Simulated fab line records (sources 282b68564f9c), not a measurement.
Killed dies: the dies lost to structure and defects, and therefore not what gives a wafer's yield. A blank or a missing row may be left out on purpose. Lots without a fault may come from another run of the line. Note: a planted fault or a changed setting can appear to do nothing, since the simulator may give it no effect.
fab line records | flow rit_cmos
record: lots: 6 | wafers: 18 | last_day: 7
route steps=202 shown NWELL@35 PWELL@39 M1@202
lots that met no fault: from a run of the same line without faults
start_h: the number of hours between the record's first day and the start of the first shown wafer of the lot | wait_h: hours since the lot's step before | " same as the row above | L1.1+2: several wafers, shown together as one row | - no value, or no start was given | * or withheld: withheld | < > ~ a bound
route shown NAME@n: names a module that has steps shown in the file, with the first one's number in the route | usual: mean/standard deviation taken from wafers without a fault | same: alike in all rows | chamber/n: place in a boat | sites: the reading at each site | _std_site: standard deviation of those values | _edge_site: mean of outer sites minus mean of inner sites | radius_mm: how far each site lies from the wafer's centre | mask NAME#n: copy n | behind: the tool/chamber that last shaped the wafer | hold: what put the lot on hold/how long, in hours/how the hold closed | device: names the non-switching transistor (n, p or np) | end of line: tests run on the same wafers once the route is complete | a step given without rows: its recipe and nothing more | killed: count of dies lost to structure and defects at first sort (not the wafer's yield) | map: per-die view of a wafer (x killed, . not killed, _ where there is no die)
set.NAME: the setting the step ran with; set.NAME@STEP: the setting that earlier step ran with | model.NAME: the simulator's own value behind a step, which no gauge read
lots at selected steps of the route; one table per step, one row per wafer
services: from which hour (start_h, from the record's first day; less than 0 if before it) a tool's chamber was out of use, for how many hours, and why
== steps ==
step: RIT_NWELL_HARDBAKE_07
recipe: resist: NOVOLAK | temp_c: 140 | time_s: 120
step: RIT_NWELL_IMPLANT_08
recipe: species: P | energy_kev: 170 | dose_cm2: 5e+13 | tilt_deg: 7
step: RIT_NWELL_STRIP_09
recipe: chemistry: O2 | time_s: 180 | resist: NOVOLAK | platen_temp_c: withheld | power_w: 500 | pressure_mtorr: 4000 | o2_flow_sccm: 4000
usual: drypump_motor_current_A: 5.45/0.29
same: time_s: 180
lot.wafer | tool            | chamber | start_h | wait_h | drypump_motor_current_A | rf_hours_counter_h
L263.1    | plasma_asher-03 | 1       | 25.67   | 0.1    | 5.34                    | 38
L263.2    | "               | 0       | "       | "      | 5.96                    | 38
L263.4    | "               | 0       | "       | "      | 5.94                    | -
L264.2    | plasma_asher-02 | 0       | 31.43   | 0.1    | 4.97                    | 41
L264.3    | "               | 1       | "       | "      | 5.64                    | -
L264.6    | "               | 0       | "       | "      | 4.98                    | -
L273.3    | plasma_asher-03 | 0       | 75.94   | 0.1    | 5.96                    | -
L273.4    | "               | 1       | "       | "      | 5.38                    | -
L273.6    | "               | 0       | "       | "      | 5.92                    | -
L274.1    | plasma_asher-03 | 1       | 81.41   | 0.1    | 5.38                    | 43
L274.4    | "               | 1       | "       | "      | 5.42                    | -
L274.5    | "               | 0       | "       | "      | 5.96                    | -
L283.1    | plasma_asher-03 | 1       | 127.65  | 0.1    | 5.40                    | 49
L283.3    | "               | 1       | "       | "      | 5.40                    | -
L283.4    | "               | 0       | "       | "      | 5.97                    | -
L285.1    | plasma_asher-02 | 0       | 138.06  | 0.1    | 4.99                    | 52
L285.5    | "               | 1       | "       | "      | 5.64                    | -
L285.6    | "               | 0       | "       | "      | 4.98                    | -
step: RIT_NWELL_TW_MEAS_10
usual: NWELL_TW: 2136/17
lot.wafer | tool          | chamber | start_h | wait_h | NWELL_TW
L263.1    | film_metro-03 | -       | 25.85   | 0.1    | 2170
L263.2    | "             | -       | "       | "      | 2163
L263.4    | "             | -       | "       | "      | 2168
L264.2    | film_metro-03 | -       | 31.62   | 0.1    | 2171
L264.3    | "             | -       | "       | "      | 2175
L264.6    | "             | -       | "       | "      | 2162
L273.3    | film_metro-02 | -       | 76.08   | 0.1    | 2099
L273.4    | "             | -       | "       | "      | 2106
L273.6    | "             | -       | "       | "      | 2106
L274.1    | film_metro-03 | -       | 81.59   | 0.1    | 2136
L274.4    | "             | -       | "       | "      | 2129
L274.5    | "             | -       | "       | "      | 2128
L283.1    | film_metro-04 | -       | 127.82  | 0.1    | 2132
L283.3    | "             | -       | "       | "      | 2129
L283.4    | "             | -       | "       | "      | 2131
L285.1    | film_metro-02 | -       | 138.23  | 0.1    | 2121
L285.5    | "             | -       | "       | "      | 2120
L285.6    | "             | -       | "       | "      | 2120
step: RIT_PWELL_HMDS_00
recipe: prime_time_s: 60 | prime_temp_c: 140
step: RIT_PWELL_COAT_01
recipe: resist: NOVOLAK | spin_rpm: 2000 | resist_thk_nm: 1300
step: RIT_PWELL_SOFTBAKE_02
recipe: resist: NOVOLAK | temp_c: 90 | time_s: 60
step: RIT_PWELL_EXPOSE_03
recipe: mask_id: M3 | na: 0.57 | target_cd_nm: 43700 | dose_mj: 250
step: RIT_PWELL_PEB_04
recipe: resist: NOVOLAK | temp_c: withheld | time_s: withheld
step: RIT_PWELL_DEVELOP_05
recipe: resist: NOVOLAK | develop_time_s: 68 | dev_temp_c: 23
step: RIT_PWELL_OVL_MEAS_06
usual: PWELL_OVL: -0.6/1.3
lot.wafer | tool       | chamber | start_h | wait_h | PWELL_OVL[nm]
L263.1    | overlay-02 | -       | 26.84   | -      | -1.2
L263.2    | "          | -       | "       | "      | -0.8
L263.4    | "          | -       | "       | "      | 1.4
L264.2    | overlay-02 | -       | 32.68   | -      | 0.5
L264.3    | "          | -       | "       | "      | 0.8
L264.6    | "          | -       | "       | "      | -0.2
L273.3    | overlay-01 | -       | 77.47   | -      | -0.4
L273.4    | "          | -       | "       | "      | -0.9
L273.6    | "          | -       | "       | "      | -1.2
L274.1    | overlay-01 | -       | 82.53   | -      | -0.6
L274.4    | "          | -       | "       | "      | -1.8
L274.5    | "          | -       | "       | "      | -0.4
L283.1    | overlay-02 | -       | 128.89  | -      | -0.9
L283.3    | "          | -       | "       | "      | -1.8
L283.4    | "          | -       | "       | "      | -0.4
L285.1    | overlay-01 | -       | 139.17  | -      | -2.4
L285.5    | "          | -       | "       | "      | -3.3
L285.6    | "          | -       | "       | "      | -3.8
step: RIT_PWELL_HARDBAKE_07
recipe: resist: NOVOLAK | temp_c: 140 | time_s: 120
step: RIT_PWELL_IMPLANT_08
recipe: species: B | energy_kev: 170 | dose_cm2: 7e+13 | tilt_deg: 7.331
usual: beam_energy_keV: 169.99/0.054 | dose_ions_cm2: 7.001e+13/7.8e+10
lot.wafer | tool         | chamber | start_h | wait_h | beam_energy_keV | dose_ions_cm2 | model.implant.rp_nm | model.implant.drp_nm
L263.1    | implanter-04 | 0       | 27.12   | 0.2    | 169.95          | 6.986e+13     | 457                 | 102.9
L263.2    | "            | 0       | "       | "      | 169.93          | 6.973e+13     | 457                 | 102.9
L263.4    | "            | 0       | "       | "      | 170.04          | 6.996e+13     | 457                 | 102.9
L264.2    | implanter-01 | 0       | 32.98   | 0.2    | 170.07          | 7.004e+13     | 483.3               | 102.9
L264.3    | "            | 0       | "       | "      | 170.10          | 7.004e+13     | 483.3               | 102.9
L264.6    | "            | 0       | "       | "      | 170.12          | 6.994e+13     | 483.3               | 102.9
L273.3    | implanter-02 | 0       | 77.79   | 0.2    | 118.95          | 7.003e+13     | 365.5               | 89.77
L273.4    | "            | 0       | "       | "      | 119.00          | 7.004e+13     | 365.5               | 89.77
L273.6    | "            | 0       | "       | "      | 118.96          | 7.001e+13     | 365.5               | 89.77
L274.1    | implanter-02 | 0       | 82.81   | 0.2    | 118.95          | 7.007e+13     | 351                 | 89.77
L274.4    | "            | 0       | "       | "      | 118.96          | 7e+13         | 351                 | 89.77
L274.5    | "            | 0       | "       | "      | 118.99          | 6.991e+13     | 351                 | 89.77
L283.1    | implanter-04 | 0       | 129.17  | 0.2    | 169.97          | 6.996e+13     | 474.8               | 102.9
L283.3    | "            | 0       | "       | "      | 170.01          | 6.997e+13     | 474.8               | 102.9
L283.4    | "            | 0       | "       | "      | 169.99          | 6.989e+13     | 474.8               | 102.9
L285.1    | implanter-01 | 0       | 139.46  | 0.2    | 170.00          | 7.006e+13     | 459.4               | 102.9
L285.5    | "            | 0       | "       | "      | 170.08          | 7.004e+13     | 459.4               | 102.9
L285.6    | "            | 0       | "       | "      | 169.96          | 7.006e+13     | 459.4               | 102.9
step: RIT_PWELL_STRIP_09
recipe: chemistry: O2 | time_s: 180 | resist: NOVOLAK | platen_temp_c: withheld | power_w: 500 | pressure_mtorr: 4000 | o2_flow_sccm: 4000
usual: drypump_motor_current_A: 5.44/0.24
same: time_s: 180
lot.wafer | tool            | chamber | start_h | wait_h | drypump_motor_current_A | rf_hours_counter_h
L263.1    | plasma_asher-01 | 0       | 27.27   | 0.1    | 5.36                    | 39
L263.2    | "               | 1       | "       | "      | 5.25                    | 39
L263.4    | "               | 1       | "       | "      | 5.25                    | -
L264.2    | plasma_asher-01 | 1       | 33.11   | 0.1    | 5.26                    | 40
L264.3    | "               | 1       | "       | "      | 5.25                    | -
L264.6    | "               | 1       | "       | "      | 5.25                    | -
L273.3    | plasma_asher-04 | 0       | 77.95   | 0.1    | 5.39                    | -
L273.4    | "               | 1       | "       | "      | 5.29                    | -
L273.6    | "               | 0       | "       | "      | 5.39                    | -
L274.1    | plasma_asher-03 | 1       | 82.96   | 0.1    | 5.38                    | 44
L274.4    | "               | 0       | "       | "      | 5.97                    | -
L274.5    | "               | 0       | "       | "      | 5.96                    | -
L283.1    | plasma_asher-04 | 0       | 129.32  | 0.1    | 5.40                    | 34
L283.3    | "               | 0       | "       | "      | 5.39                    | -
L283.4    | "               | 1       | "       | "      | 5.30                    | -
L285.1    | plasma_asher-03 | 1       | 139.61  | 0.1    | 5.42                    | 50
L285.5    | "               | 0       | "       | "      | 5.94                    | -
L285.6    | "               | 1       | "       | "      | 5.35                    | -
step: RIT_PWELL_TW_MEAS_10
usual: PWELL_TW: 947/8.1
lot.wafer | tool          | chamber | start_h | wait_h | hold                     | PWELL_TW
L263.1    | film_metro-02 | -       | 27.45   | 0.1    | -                        | 950
L263.2    | "             | -       | "       | "      | -                        | 951
L263.4    | "             | -       | "       | "      | -                        | 942
L264.2    | film_metro-04 | -       | 33.29   | 0.1    | -                        | 960
L264.3    | "             | -       | "       | "      | -                        | 949
L264.6    | "             | -       | "       | "      | -                        | 948
L273.3    | film_metro-02 | -       | 78.09   | 0.1    | await_dispo/0.2h/release | 911
L273.4    | "             | -       | "       | "      | await_dispo/0.2h/release | 912
L273.6    | "             | -       | "       | "      | await_dispo/0.2h/release | 911
L273.3    | film_metro-02 | -       | 78.34   | 0.2    | -                        | 914
L273.4    | "             | -       | "       | "      | -                        | 917
L273.6    | "             | -       | "       | "      | -                        | 913
L274.1    | film_metro-02 | -       | 83.14   | 0.1    | await_dispo/0.2h/release | 915
L274.4    | "             | -       | "       | "      | await_dispo/0.2h/release | 911
L274.5    | "             | -       | "       | "      | await_dispo/0.2h/release | 915
L274.1    | film_metro-02 | -       | 83.44   | 0.3    | -                        | 914
L274.4    | "             | -       | "       | "      | -                        | 911
L274.5    | "             | -       | "       | "      | -                        | 912
L283.1    | film_metro-04 | -       | 129.50  | 0.1    | -                        | 947
L283.3    | "             | -       | "       | "      | -                        | 946
L283.4    | "             | -       | "       | "      | -                        | 945
L285.1    | film_metro-02 | -       | 139.78  | 0.1    | -                        | 944
L285.5    | "             | -       | "       | "      | -                        | 938
L285.6    | "             | -       | "       | "      | -                        | 939
step: RIT_WELLDRIVE_RS_MEAS_01
recipe: thk_meas_gauge: four-point-probe
usual: NWELL_RS: 275.5/0.75
lot.wafer | tool          | chamber | start_h | wait_h | NWELL_RS[ohm/sq]
L263.1    | film_metro-04 | -       | 32.59   | 0.0    | 275.5
L263.2    | "             | -       | "       | "      | 275.7
L263.4    | "             | -       | "       | "      | 275.2
L264.2    | film_metro-04 | -       | 38.45   | 0.0    | 276.2
L264.3    | "             | -       | "       | "      | 276.3
L264.6    | "             | -       | "       | "      | 276.6
L273.3    | film_metro-04 | -       | 90.89   | 0.0    | 273.7
L273.4    | "             | -       | "       | "      | 275.1
L273.6    | "             | -       | "       | "      | 273.9
L274.1    | film_metro-03 | -       | 102.90  | 0.0    | 275.8
L274.4    | "             | -       | "       | "      | 275.7
L274.5    | "             | -       | "       | "      | 276.7
L283.1    | film_metro-02 | -       | 135.67  | 0.0    | 275.6
L283.3    | "             | -       | "       | "      | 276.1
L283.4    | "             | -       | "       | "      | 276.6
L285.1    | film_metro-03 | -       | 145.24  | 0.0    | 275.5
L285.5    | "             | -       | "       | "      | 275.0
L285.6    | "             | -       | "       | "      | 275.1
step: RIT_WELLDRIVE_RS_MEAS_02
recipe: thk_meas_gauge: four-point-probe
usual: PWELL_RS: 429.5/1.2
lot.wafer | tool          | chamber | start_h | wait_h | hold                     | PWELL_RS[ohm/sq]
L263.1    | film_metro-04 | -       | 32.71   | 0.1    | -                        | 431.2
L263.2    | "             | -       | "       | "      | -                        | 431.3
L263.4    | "             | -       | "       | "      | -                        | 432.2
L264.2    | film_metro-04 | -       | 38.57   | 0.1    | -                        | 428.2
L264.3    | "             | -       | "       | "      | -                        | 429.7
L264.6    | "             | -       | "       | "      | -                        | 428.7
L273.3    | film_metro-04 | -       | 91.01   | 0.1    | await_dispo/0.2h/release | 441.6
L273.4    | "             | -       | "       | "      | await_dispo/0.2h/release | 441.9
L273.6    | "             | -       | "       | "      | await_dispo/0.2h/release | 441.2
L273.3    | film_metro-04 | -       | 91.29   | 0.3    | -                        | 440.9
L273.4    | "             | -       | "       | "      | -                        | 441.7
L273.6    | "             | -       | "       | "      | -                        | 441.0
L274.1    | film_metro-03 | -       | 103.02  | 0.1    | await_dispo/0.2h/release | 443.4
L274.4    | "             | -       | "       | "      | await_dispo/0.2h/release | 443.4
L274.5    | "             | -       | "       | "      | await_dispo/0.2h/release | 443.5
L274.1    | film_metro-03 | -       | 103.30  | 0.3    | -                        | 443.4
L274.4    | "             | -       | "       | "      | -                        | 443.3
L274.5    | "             | -       | "       | "      | -                        | 442.8
L283.1    | film_metro-02 | -       | 135.79  | 0.1    | -                        | 430.2
L283.3    | "             | -       | "       | "      | -                        | 430.9
L283.4    | "             | -       | "       | "      | -                        | 431.1
L285.1    | film_metro-03 | -       | 145.36  | 0.1    | -                        | 429.8
L285.5    | "             | -       | "       | "      | -                        | 429.7
L285.6    | "             | -       | "       | "      | -                        | 430.1
step: RIT_M1_PROBE_99
usual: killed_at_contacts: 0.1/0.25 | killed_at_front_end: 7/3.1 | killed_dies: 7/3.1 | killed_on_rim: 1.9/1.4 | killed_open: 3.6/2 | killed_short: 3.5/2
same: gross_dies: 264 | killed_at_M0_to_M3: 0 | killed_at_M4_up: 0 | killed_at_back_side: 0 | killed_at_other: 0
lot.wafer | tool      | chamber | start_h | wait_h | killed_at_contacts | killed_at_front_end | killed_dies | killed_on_rim | killed_open | killed_short
L263.1    | prober-01 | -       | 61.39   | 0.1    | 1                  | 3                   | 4           | 1             | 3           | 1
L263.2    | prober-01 | -       | 61.44   | 0.1    | 0                  | 9                   | 9           | 3             | 3           | 6
L263.4    | prober-01 | -       | 61.54   | 0.2    | 0                  | 2                   | 2           | 0             | 1           | 1
L264.2    | prober-02 | -       | 67.72   | 0.1    | 0                  | 3                   | 3           | 1             | 1           | 2
L264.3    | prober-02 | -       | 67.77   | 0.2    | 1                  | 7                   | 8           | 5             | 7           | 1
L264.6    | prober-02 | -       | 67.92   | 0.2    | 0                  | 8                   | 8           | 2             | 5           | 3
L273.4    | prober-01 | -       | 132.78  | 0.2    | 0                  | 4                   | 4           | 1             | 2           | 2
L273.6    | prober-01 | -       | 132.88  | 0.2    | 0                  | 10                  | 10          | 1             | 5           | 5
L274.1    | prober-02 | -       | 136.55  | 0.1    | 0                  | 6                   | 6           | 0             | 4           | 2
L274.4    | prober-02 | -       | 136.70  | 0.2    | 0                  | 2                   | 2           | 0             | 0           | 2
L274.5    | prober-02 | -       | 136.75  | 0.2    | 0                  | 10                  | 10          | 5             | 3           | 7
L283.1    | prober-01 | -       | 165.70  | 0.1    | 0                  | 13                  | 13          | 2             | 5           | 8
L283.3    | prober-01 | -       | 165.80  | 0.2    | 0                  | 10                  | 10          | 2             | 7           | 3
L283.4    | prober-01 | -       | 165.85  | 0.2    | 0                  | 7                   | 7           | 1             | 0           | 7
L285.1    | prober-01 | -       | 174.33  | 0.1    | 0                  | 5                   | 5           | 2             | 3           | 2
L285.5    | prober-01 | -       | 174.53  | 0.2    | 0                  | 4                   | 4           | 0             | 1           | 3
L285.6    | prober-01 | -       | 174.58  | 0.2    | 1                  | 12                  | 13          | 3             | 9           | 4
killed by level:class
L263.1 FOX1:geometric_particle:open=1 GATE:geometric_particle:short=1 SILICIDE:geometric_particle:open=1 CONTACT:geometric_particle:open=1
L263.2 GATE:geometric_particle:short=3 SPACER:geometric_particle:short=2 FOX2:geometric_particle:short=1 GATE:geometric_particle:open=1 REOX:geometric_particle:open=1 SPACER:geometric_particle:open=1
L263.4 GATE:geometric_particle:open=1 SPACER:geometric_particle:short=1
L264.2 GATE:geometric_particle:short=1 GATE:geometric_particle:open=1 SPACER:geometric_particle:short=1
L264.3 GATE:geometric_particle:open=4 FOX1:geometric_particle:open=1 REOX:geometric_particle:short=1 SPACER:geometric_particle:open=1 CONTACT:geometric_particle:open=1
L264.6 FOX1:geometric_particle:open=2 GATE:geometric_particle:short=2 GATE:geometric_particle:open=1 REOX:geometric_particle:open=1 SPACER:geometric_particle:short=1 SPACER:geometric_particle:open=1
L273.4 GATE:geometric_particle:open=2 FOX1:geometric_particle:short=1 SILICIDE:geometric_particle:short=1
L273.6 GATE:geometric_particle:open=2 GATE:geometric_particle:short=2 REOX:geometric_particle:open=2 FOX1:geometric_particle:short=1 REOX:geometric_particle:short=1 SPACER:geometric_particle:short=1 SPACER:geometric_particle:open=1
L274.1 GATE:geometric_particle:open=2 REOX:geometric_particle:open=2 GATE:geometric_particle:short=1 SILICIDE:geometric_particle:short=1
L274.4 GATE:geometric_particle:short=1 SILICIDE:geometric_particle:short=1
L274.5 FOX1:geometric_particle:short=4 FOX1:geometric_particle:open=1 FOX2:geometric_particle:short=1 FOX2:geometric_particle:open=1 GATE:geometric_particle:short=1 REOX:geometric_particle:open=1 SILICIDE:geometric_particle:short=1
L283.1 GATE:geometric_particle:open=4 FOX2:geometric_particle:short=3 FOX1:geometric_particle:short=1 GATE:geometric_particle:short=1 REOX:geometric_particle:short=1 SPACER:geometric_particle:open=1 SPACER:geometric_particle:short=1 SILICIDE:geometric_particle:short=1
L283.3 FOX2:geometric_particle:open=3 GATE:geometric_particle:open=2 SPACER:geometric_particle:short=2 SILICIDE:geometric_particle:open=2 GATE:geometric_particle:short=1
L283.4 SILICIDE:geometric_particle:short=4 FOX1:geometric_particle:short=1 REOX:geometric_particle:short=1 SPACER:geometric_particle:short=1
L285.1 FOX1:geometric_particle:short=2 GATE:geometric_particle:open=1 SPACER:geometric_particle:open=1 SILICIDE:geometric_particle:open=1
L285.5 GATE:geometric_particle:short=3 SPACER:geometric_particle:open=1
L285.6 GATE:geometric_particle:open=6 FOX1:geometric_particle:open=1 FOX2:geometric_particle:open=1 FOX2:geometric_particle:short=1 GATE:geometric_particle:short=1 SPACER:geometric_particle:short=1 SILICIDE:geometric_particle:short=1 CONTACT:geometric_particle:open=1
== services ==
tool            | chamber | start_h | hours | kind
plasma_asher-02 | -       | 4.08    | 1.6   | repair
implanter-02    | -       | 24.46   | 19.6  | repair
plasma_asher-04 | -       | 30.46   | 1.8   | repair
implanter-02    | -       | 44.18   | 7.1   | repair
implanter-01    | -       | 51.37   | 0.6   | repair
plasma_asher-04 | -       | 59.66   | 0.8   | repair
implanter-04    | -       | 77.54   | 1.0   | repair
plasma_asher-01 | -       | 77.77   | 2.8   | pm
implanter-04    | -       | 81.70   | 2.8   | repair
implanter-02    | -       | 89.40   | 6.8   | repair
implanter-02    | -       | 94.09   | 1.1   | repair
plasma_asher-02 | -       | 105.46  | 2.7   | repair
plasma_asher-01 | 0       | 117.75  | -     | clean
plasma_asher-01 | 1       | 117.75  | -     | clean
implanter-02    | -       | 134.38  | 5.2   | pm
== key ==
first_sign: step: RIT_PWELL_IMPLANT_08 | reading: beam_energy_keV | direction: down | sigmas: 99+ | usual: 169.99 | struck: 118.97
effect: step: RIT_PWELL_TW_MEAS_10 | reading: visit | direction: added
effect: step: RIT_WELLDRIVE_RS_MEAS_02 | reading: visit | direction: added
effect: step: RIT_WELLDRIVE_RS_MEAS_02 | reading: PWELL_RS | direction: up | sigmas: 11 | usual: 429.5 | struck: 442.5
model_effect: step: RIT_PWELL_IMPLANT_08 | value: implant.rp_nm | without: 473.4 | struck: 358.2
met_at RIT_PWELL_IMPLANT_08
struck_wafers L273.3,L273.4,L273.6,L274.1,L274.4,L274.5
rows_end L273.3
tester_left_out L273,L274
fault: kind: process_parameter_drift | tool: implanter-02 | chamber: - | onset_h: 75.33 | steps: RIT_PWELL_IMPLANT_08 | channel: energy_kev | offset: -51 | shape: step | end_h: 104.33 | acts_in: these_recipes_only | stated: 170
tester_left_out: of these lots the tester's yield and bins aren't shown, on N5 and GAA mostly nor the transistor test; their killed dies are dies lost to structure and defects alone, not to doping, threshold or leakage, so they don't give the yield
rows_end: these wafers met a further fault down the route, and their rows from its step on are left out
